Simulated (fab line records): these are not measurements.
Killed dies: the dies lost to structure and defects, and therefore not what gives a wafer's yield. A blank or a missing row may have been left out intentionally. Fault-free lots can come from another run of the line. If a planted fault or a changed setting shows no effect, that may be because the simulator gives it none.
fab line records | flow rit-cmos
record lots=12 wafers=36 last-day=6
route steps=202 shown ACTIVE@1 NWELL@37 NLDD@105 SPACER@128 M1@201
lots that met no fault: taken from a fault-free run of the same line
start-h: the number of hours between the record's first day and the start of the first shown wafer of the lot | wait-h: how many hours have passed since the lot's step before this one | " identical to the entry in the row above | L1.1+2: one row covering several wafers at once | - no value present, or no start provided | * or withheld: withheld | < > ~ a bound
route shown NAME@n: NAME is a module with steps in the file, n the number in the route of the first one | usual: the fault-free wafers' mean and standard deviation | same: alike in all rows | chamber/n: place in a boat | sites: the reading at each site | _std_site: their standard deviation | _edge_site: mean of outer sites minus mean of inner sites | radius-mm: for every site, how far away it sits from the centre of the wafer | mask NAME#n: copy n | behind: tool/chamber where the wafer was last shaped | hold: the reason the lot was held/the length of the hold in hours/how it ended | device: the transistor (n, p or np) that didn't switch | end of line: at the end of the route, the tests of the same wafers | a step given without rows: its recipe and nothing more | killed: count of dies lost to structure and defects at first sort (not the wafer's yield) | map: the dies of a wafer, with x for killed, . for not killed, _ for no die there
set.NAME: the setting the step ran with; set.NAME@STEP: the setting that earlier step ran with | model.NAME: the simulator's own value behind a step, which no gauge read
route steps across a sampled set of lots; one table per step, one row per wafer
services: when a tool's chamber went out of use (start-h, in hours from the record's first day, below 0 if earlier), for how many hours, and the reason
## steps
# step RIT_ACTIVE_BOW_MEAS_00
# recipe mode=bow
# usual INCOMING_BOW=-1/6.4
# columns lot.wafer tool chamber start-h wait-h INCOMING_BOW[um]
L647.1 film-metro-03 - 10.00 - 1
L647.3 " - " " -8
L647.6 " - " " 10
L648.1 film-metro-03 - 15.00 - -8
L648.2 " - " " -7
L648.6 " - " " -4
L649.2 film-metro-03 - 20.02 - -5
L649.3 " - " " 8
L649.4 " - " " -4
L650.1 film-metro-04 - 25.00 - -4
L650.3 " - " " -2
L650.4 " - " " 2
L651.1 film-metro-01 - 30.00 - -2
L651.3 " - " " 2
L651.4 " - " " -1
L652.2 film-metro-03 - 35.02 - -4
L652.3 " - " " -7
L652.4 " - " " -2
L653.3 film-metro-01 - 40.04 - -4
L653.5 " - " " 5
L653.6 " - " " -4
L654.1 film-metro-04 - 45.00 - 0
L654.5 " - " " -3
L654.6 " - " " -19
L655.1 film-metro-04 - 50.00 - 4
L655.2 " - " " -5
L655.6 " - " " 11
L656.1 film-metro-04 - 55.00 - 9
L656.3 " - " " 0
L656.4 " - " " -9
L660.2 film-metro-04 - 75.02 - 9
L660.4 " - " " 5
L660.5 " - " " 2
L665.2 film-metro-04 - 100.02 - -9
L665.4 " - " " -11
L665.5 " - " " -2
# step RIT_NWELL_STRIP_09
# recipe chemistry=O2 time-s=180 resist=NOVOLAK platen-temp-c=withheld power-w=500 pressure-mtorr=4000 o2-flow-sccm=4000
# usual drypump-motor-current-A=5.81/0.19
# same time-s=180
# columns lot.wafer tool chamber start-h wait-h drypump-motor-current-A rf-hours-counter-h
L647.1 plasma-asher-03 0 21.78 0.1 5.94 35
L647.3 " 0 " " 5.94 -
L647.6 " 0 " " 5.94 -
L648.1 plasma-asher-03 1 30.98 0.1 5.87 36
L648.2 " 0 " " 5.95 36
L648.6 " 0 " " 5.96 -
L649.2 plasma-asher-03 0 33.08 0.1 5.97 37
L649.3 " 0 " " 5.94 -
L649.4 " 1 " " 5.86 -
L650.1 plasma-asher-03 0 35.76 0.1 5.96 37
L650.3 " 0 " " 5.94 -
L650.4 " 1 " " 5.84 -
L651.1 plasma-asher-04 1 41.74 0.1 5.75 25
L651.3 " 0 " " 5.29 -
L651.4 " 1 " " 5.75 -
L652.2 plasma-asher-03 1 45.69 0.1 5.84 38
L652.3 " 1 " " 5.83 -
L652.4 " 0 " " 5.94 -
L653.3 plasma-asher-02 1 50.62 0.1 5.81 -
L653.5 " 1 " " 5.81 -
L653.6 " 0 " " 5.90 -
L654.1 plasma-asher-03 0 56.22 0.1 5.96 39
L654.5 " 0 " " 5.97 -
L654.6 " 1 " " 5.84 -
L655.1 plasma-asher-02 1 61.78 0.1 5.83 44
L655.2 " 0 " " 5.91 44
L655.6 " 0 " " 5.90 -
L656.1 plasma-asher-03 0 65.82 0.1 5.92 40
L656.3 " 0 " " 5.91 -
L656.4 " 1 " " 5.83 -
L660.2 plasma-asher-02 1 86.28 0.1 5.87 46
L660.4 " 1 " " 5.84 -
L660.5 " 1 " " 5.81 -
L665.2 plasma-asher-03 1 111.56 0.1 5.81 45
L665.4 " 0 " " 5.93 -
L665.5 " 1 " " 5.84 -
# step RIT_NLDD_SOFTBAKE_02
# recipe resist=NOVOLAK temp-c=90 time-s=62.18
# usual heater-power-total-W=34.59/0.049 plate-sensor-t-centre-C=90.970/0.01 plate-sensor-t-edge-C=91.019/0.0096
# same time-s=62.18
# columns lot.wafer tool chamber start-h wait-h heater-power-total-W plate-sensor-t-centre-C plate-sensor-t-edge-C
L647.1 litho-track-03 0 40.60 0.1 34.52 90.958 91.019
L647.3 " 0 " " 34.59 90.994 91.012
L647.6 " 0 " " 34.50 90.985 91.028
L648.1 litho-track-01 0 50.27 0.1 34.61 90.976 91.022
L648.2 " 0 " " 34.59 90.980 91.034
L648.6 " 0 " " 34.48 90.965 91.018
L649.2 litho-track-03 0 52.75 0.1 34.59 90.974 91.019
L649.3 " 0 " " 34.59 90.958 91.017
L649.4 " 0 " " 34.65 90.960 91.016
L650.1 litho-track-03 0 56.78 0.1 34.52 90.975 91.018
L650.3 " 0 " " 34.51 90.952 91.030
L650.4 " 0 " " 34.61 90.964 91.012
L651.1 litho-track-01 0 60.82 0.1 34.66 90.968 91.032
L651.3 " 0 " " 34.60 90.972 91.017
L651.4 " 0 " " 34.64 90.947 91.022
L652.2 litho-track-04 0 65.95 0.1 34.57 90.978 91.010
L652.3 " 0 " " 34.58 90.961 91.022
L652.4 " 0 " " 34.63 90.978 91.017
L653.3 litho-track-03 0 70.00 0.1 34.62 90.972 91.029
L653.5 " 0 " " 34.52 90.975 91.022
L653.6 " 0 " " 34.60 90.984 91.016
L654.1 litho-track-03 0 75.52 0.1 34.60 90.981 91.014
L654.5 " 0 " " 34.60 90.971 91.005
L654.6 " 0 " " 34.54 90.971 90.999
L655.1 litho-track-01 0 81.56 0.1 34.54 90.972 91.028
L655.2 " 0 " " 34.61 90.959 91.011
L655.6 " 0 " " 34.58 90.980 91.042
L656.1 litho-track-03 0 86.93 0.1 34.58 90.954 91.021
L656.3 " 0 " " 34.60 90.960 91.016
L656.4 " 0 " " 34.47 90.963 91.014
L660.2 litho-track-04 0 107.76 0.1 34.52 90.972 91.018
L660.4 " 0 " " 34.56 90.958 91.034
L660.5 " 0 " " 34.61 90.966 91.009
L665.2 litho-track-04 0 131.16 0.1 34.60 90.980 91.027
L665.4 " 0 " " 34.65 90.958 91.037
L665.5 " 0 " " 34.59 90.954 91.013
# step RIT_SPACER_CVD_03
# recipe material=Si3N4 target-thk-nm=250 temp-c=810 precursor=SiH2Cl2/NH3 time-s=3300 pressure-mtorr=300 sih2cl2-flow-sccm=60 nh3-flow-sccm=150
# usual zone-power-source-pct=19.2/1.2
# columns lot.wafer tool chamber start-h wait-h zone-power-source-pct
L647.1 lpcvd-01 1 43.64 0.0 19.6
L647.3 " 1 " " 19.2
L647.6 " 1 " " 19.4
L648.1 lpcvd-02 0 53.43 0.0 21.2
L648.2 " 0 " " 20.9
L648.6 " 0 " " 21.4
L649.2 lpcvd-02 0 55.63 0.0 21.1
L649.3 " 0 " " 21.0
L649.4 " 0 " " 21.1
L650.1 lpcvd-01 1 59.87 0.0 19.8
L650.3 " 1 " " 19.4
L650.4 " 1 " " 19.5
L651.1 lpcvd-02 0 63.74 0.0 20.8
L651.3 " 0 " " 21.1
L651.4 " 0 " " 21.1
L652.2 lpcvd-01 0 68.98 0.0 18.8
L652.3 " 0 " " 18.8
L652.4 " 0 " " 18.7
L653.3 lpcvd-01 0 73.35 0.0 18.9
L653.5 " 0 " " 18.6
L653.6 " 0 " " 18.5
L654.1 lpcvd-02 1 78.45 0.0 18.1
L654.5 " 1 " " 17.7
L654.6 " 1 " " 17.8
L655.1 lpcvd-02 1 84.60 0.0 17.7
L655.2 " 1 " " 17.9
L655.6 " 1 " " 17.8
L656.1 lpcvd-02 1 89.96 0.0 17.8
L656.3 " 1 " " 18.0
L656.4 " 1 " " 17.9
L660.2 lpcvd-02 1 111.25 0.0 17.7
L660.4 " 1 " " 17.8
L660.5 " 1 " " 18.0
L665.2 lpcvd-01 0 134.27 0.0 18.7
L665.4 " 0 " " 18.5
L665.5 " 0 " " 18.7
# step RIT_SPACER_THK_MEAS_04
# recipe reads=Si3N4_of_SPACER_CVD_03
# usual SPACER_NITRIDE_THK=249.3/2.4
# columns lot.wafer tool chamber start-h wait-h SPACER_NITRIDE_THK[nm]
L647.1 film-metro-03 - 45.56 0.0 247.8
L647.3 " - " " 248.2
L647.6 " - " " 247.8
L648.1 film-metro-03 - 55.35 0.0 249.2
L648.2 " - " " 248.6
L648.6 " - " " 248.3
L649.2 film-metro-02 - 57.56 0.0 249.7
L649.3 " - " " 250.5
L649.4 " - " " 251.0
L650.1 film-metro-04 - 61.78 0.0 252.0
L650.3 " - " " 250.4
L650.4 " - " " 251.4
L651.1 film-metro-03 - 65.66 0.0 250.4
L651.3 " - " " 251.9
L651.4 " - " " 250.5
L652.2 film-metro-02 - 70.91 0.0 252.3
L652.3 " - " " 252.1
L652.4 " - " " 252.1
L653.3 film-metro-03 - 75.29 0.0 250.0
L653.5 " - " " 249.6
L653.6 " - " " 247.0
L654.1 film-metro-04 - 80.37 0.0 250.5
L654.5 " - " " 251.3
L654.6 " - " " 250.1
L655.1 film-metro-04 - 86.52 0.0 249.3
L655.2 " - " " 249.4
L655.6 " - " " 253.3
L656.1 film-metro-02 - 91.87 0.0 69.4
L656.3 " - " " 72.7
L656.4 " - " " 68.9
L660.2 film-metro-03 - 113.18 0.0 73.2
L660.4 " - " " 74.6
L660.5 " - " " 72.9
L665.2 film-metro-02 - 136.20 0.0 248.2
L665.4 " - " " 247.7
L665.5 " - " " 246.5
# step RIT_SPACER_ETCHBACK_05
# recipe target-depth-a=2500 SF6_flow_sccm=30 CHF3_flow_sccm=30 target=Si3N4 chemistry=SF6/CHF3 pressure-mtorr=40 rf-w=241.3 time-s=240 stop-on=SiO2
# usual drypump-motor-current-A=5.8/0.44 oes-product-au=0.840/0.013 throttle-valve-pct=10.29/0.17
# same time-s=240
# columns lot.wafer tool chamber start-h wait-h drypump-motor-current-A oes-product-au rf-hours-counter-h throttle-valve-pct
L647.1 rie-diel-04 3 45.62 0.1 5.1 0.820 87 10.59
L647.3 " 0 " " 6.2 0.847 102 10.04
L647.6 " 0 " " 6.3 0.834 - 10.06
L648.1 rie-diel-01 0 55.41 0.1 6.1 0.843 149 10.11
L648.2 " 3 " " 5.5 0.832 4 10.25
L648.6 " 3 " " 5.5 0.840 - 10.24
L649.2 rie-diel-02 2 57.61 0.0 5.5 0.824 151 10.38
L649.3 " 0 " " 5.2 0.859 26 10.30
L649.4 " 1 " " 6.5 0.852 3 10.42
L650.1 rie-diel-02 0 61.84 0.1 5.1 0.855 26 10.29
L650.3 " 3 " " 6.2 0.837 155 10.41
L650.4 " 1 " " 6.5 0.842 3 10.41
L651.1 rie-diel-01 0 65.72 0.1 6.1 0.848 149 10.10
L651.3 " 2 " " 6.2 0.866 52 10.20
L651.4 " 2 " " 6.2 0.863 - 10.18
L652.2 rie-diel-04 0 70.96 0.0 6.2 0.843 102 10.05
L652.3 " 0 " " 6.3 0.847 - 10.06
L652.4 " 2 " " 5.3 0.853 - 10.56
L653.3 rie-diel-02 3 75.33 0.0 6.2 0.826 155 10.41
L653.5 " 3 " " 6.2 0.824 - 10.42
L653.6 " 0 " " 5.1 0.838 - 10.28
L654.1 rie-diel-01 1 80.43 0.1 5.8 0.846 0 10.31
L654.5 " 0 " " 6.1 0.845 - 10.10
L654.6 " 1 " " 5.8 0.828 - 10.29
L655.1 rie-diel-01 0 86.58 0.1 6.1 0.846 150 10.10
L655.2 " 3 " " 5.5 0.832 4 10.23
L655.6 " 0 " " 6.1 0.857 - 10.10
L656.1 rie-diel-02 3 91.93 0.1 6.2 0.399 155 10.25
L656.3 " 0 " " 5.1 0.413 27 10.14
L656.4 " 2 " " 5.5 0.399 151 10.20
L660.2 rie-diel-02 3 113.23 0.0 6.2 0.406 156 10.27
L660.4 " 2 " " 5.5 0.404 151 10.19
L660.5 " 3 " " 6.2 0.402 - 10.26
L665.2 rie-diel-02 1 136.25 0.0 6.4 0.844 4 10.41
L665.4 " 0 " " 5.1 0.848 28 10.29
L665.5 " 3 " " 6.2 0.825 - 10.41
# step RIT_M1_BOW_MEAS_16
# recipe mode=bow
# usual M1_BOW=16/6.3
# columns lot.wafer tool chamber start-h wait-h M1_BOW[um]
L647.1 film-metro-04 - 56.83 0.0 17
L647.3 " - " " 10
L647.6 " - " " 27
L648.1 film-metro-03 - 66.08 0.0 9
L648.2 " - " " 9
L648.6 " - " " 11
L649.2 film-metro-01 - 70.05 0.0 10
L649.3 " - " " 22
L649.4 " - " " 12
L650.1 film-metro-03 - 72.56 0.0 12
L650.3 " - " " 14
L650.4 " - " " 19
L651.1 film-metro-03 - 76.66 0.0 16
L651.3 " - " " 20
L651.4 " - " " 17
L652.2 film-metro-04 - 81.81 0.0 12
L652.3 " - " " 11
L652.4 " - " " 14
L653.3 film-metro-03 - 86.83 0.0 12
L653.5 " - " " 21
L653.6 " - " " 13
L654.1 film-metro-03 - 91.76 0.0 16
L654.5 " - " " 12
L654.6 " - " " -4
L655.1 film-metro-03 - 98.42 0.0 21
L655.2 " - " " 12
L655.6 " - " " 28
L656.1 film-metro-04 - 103.55 0.0 5
L656.3 " - " " -4
L656.4 " - " " -14
L660.2 film-metro-03 - 124.54 0.0 5
L660.4 " - " " 0
L660.5 " - " " -1
L665.2 film-metro-03 - 147.73 0.0 7
L665.4 " - " " 5
L665.5 " - " " 15
## services
# columns tool chamber start-h hours kind
lpcvd-02 - 16.76 6.0 pm
rie-diel-04 2 27.79 10.4 repair
rie-diel-01 0 30.76 19.4 repair
rie-diel-01 1 32.34 2.6 repair
rie-diel-02 - 39.46 1.9 repair
rie-diel-04 1 46.52 11.5 repair
rie-diel-01 1 50.16 - clean
rie-diel-01 1 50.16 19.1 scheduled-down
rie-diel-01 1 50.16 19.1 vent-cycle
rie-diel-04 1 58.94 12.4 repair
rie-diel-01 - 60.98 4.1 repair
rie-diel-04 3 63.48 12.8 repair
rie-diel-01 - 67.61 0.7 repair
rie-diel-02 - 71.46 2.8 pm
rie-diel-04 2 78.94 5.8 repair
plasma-asher-02 - 108.75 9.0 pm
plasma-asher-02 0 108.75 9.0 vent-cycle
plasma-asher-02 1 108.75 9.0 vent-cycle
rie-diel-04 3 114.91 13.8 repair
rie-diel-02 3 117.52 - clean
rie-diel-02 3 117.52 15.7 scheduled-down
rie-diel-02 3 117.52 15.7 vent-cycle
rie-diel-04 0 123.08 3.4 repair
rie-diel-02 2 126.91 3.8 repair
## key
first-sign step=RIT_SPACER_THK_MEAS_04 reading=SPACER_NITRIDE_THK direction=down sigmas=74 usual=249.3 struck=71.9
effect step=RIT_SPACER_ETCHBACK_05 reading=oes-product-au direction=down sigmas=33 usual=0.840 struck=0.404
effect step=RIT_M1_BOW_MEAS_16 reading=M1_BOW direction=down sigmas=2.8 usual=16 struck=-2
met-at RIT_SPACER_CVD_03
struck-lots L656,L660
struck-wafers L656.1,L656.3,L656.4,L660.2,L660.4,L660.5
tester-left-out L656,L660
not-acting-at RIT_ACTIVE_BOW_MEAS_00,RIT_NWELL_STRIP_09,RIT_NLDD_SOFTBAKE_02
onset-between 84.60 89.96
fault kind=process-parameter-drift tool=lpcvd-02 chamber=1 onset-h=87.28 steps=RIT_SPACER_CVD_03 channel=target-thk-nm offset=-177.14 shape=step end-h=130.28 acts-in=these-recipes-only stated=250
# tester-left-out: of these lots the tester's yield and bins aren't shown, on N5 and GAA mostly nor the transistor test; their killed dies are dies lost to structure and defects alone, not to doping, threshold or leakage, so they don't give the yield
